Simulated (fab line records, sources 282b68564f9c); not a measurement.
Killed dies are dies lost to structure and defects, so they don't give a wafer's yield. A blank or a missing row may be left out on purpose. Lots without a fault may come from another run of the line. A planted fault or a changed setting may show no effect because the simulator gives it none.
One fault seen from 2 desks | flow rit_cmos | each desk has only its own numbers; what lay behind them comes last

THE METROLOGY DESK
What the gauges read, lot by lot, whatever tool the lot ran on: means of the sampled wafers that have a number. A lot is out of limits, marked OUT, if its mean lies more than 4 standard deviations from the usual mean; the brackets give that distance.
Columns: A = M1_AL_RS at RIT_M1_RS_MEAS_01, usual 0.0736 ohm/sq; B = M1_AL_THK at RIT_M1_THK_MEAS_02, usual 395 nm; C = cd_nm at RIT_M1_CD_MEAS_09, usual 2601.1 nm; D = M1_OVL at RIT_M1_OVL_MEAS_10, usual 0.2 nm
lot  | first seen here | A      | B   | C      | D
L298 | day 4 02:25     | 0.0732 | 397 | 2601.1 | -0.9
L300 | day 4 10:50     | 0.0727 | 400 | 2599.1 | -2.3
L307 | day 5 22:58     | 0.0749 | 387 | 2599.8 | 0.1
L310 | day 6 13:10     | 0.0738 | 395 | 2601.2 | -1.7
L312 | day 7 05:23     | 0.0743 | 392 | 2600.5 | 1.2
L316 | day 7 18:58     | 0.0743 | 393 | 2603.1 | -0.6
L317 | day 8 00:46     | 0.0732 | 395 | 2602.2 | 2.3
This desk's finding: nothing out of limits on any of the 7 lots.

THE TOOL OWNER'S DESK: rie_metal-04
The tool's own readings at RIT_M1_METAL_ETCH_12 (etches Al in Cl2/BCl3, stops on SiO2, time 165 s, target depth 600 nm): means of the sampled wafers that have a number, for each lot that ran on this tool. A lot is out of limits, marked OUT, if its mean lies more than 4 standard deviations from the usual mean; the brackets give that distance.
Columns: A = drypump_motor_current_A at RIT_M1_METAL_ETCH_12, usual 5.7 A; B = oes_product_au at RIT_M1_METAL_ETCH_12, usual 0.776 a.u.; C = throttle_valve_pct at RIT_M1_METAL_ETCH_12, usual 8.26 %
lot  | first seen here | A   | B     | C
L298 | day 4 04:08     | 5.6 | 0.770 | 8.19
L307 | day 6 00:25     | 5.6 | 0.779 | 8.18
L310 | day 6 14:46     | 5.6 | 0.788 | 8.19
L312 | day 7 07:08     | 5.8 | 0.789 | 8.09
This desk's finding: nothing out of limits on any of the 4 lots.

PUT TOGETHER
The metrology desk saw nothing out of limits.
The tool owner's desk saw nothing out of limits.

WHAT THE SIMULATOR HAD PUT IN
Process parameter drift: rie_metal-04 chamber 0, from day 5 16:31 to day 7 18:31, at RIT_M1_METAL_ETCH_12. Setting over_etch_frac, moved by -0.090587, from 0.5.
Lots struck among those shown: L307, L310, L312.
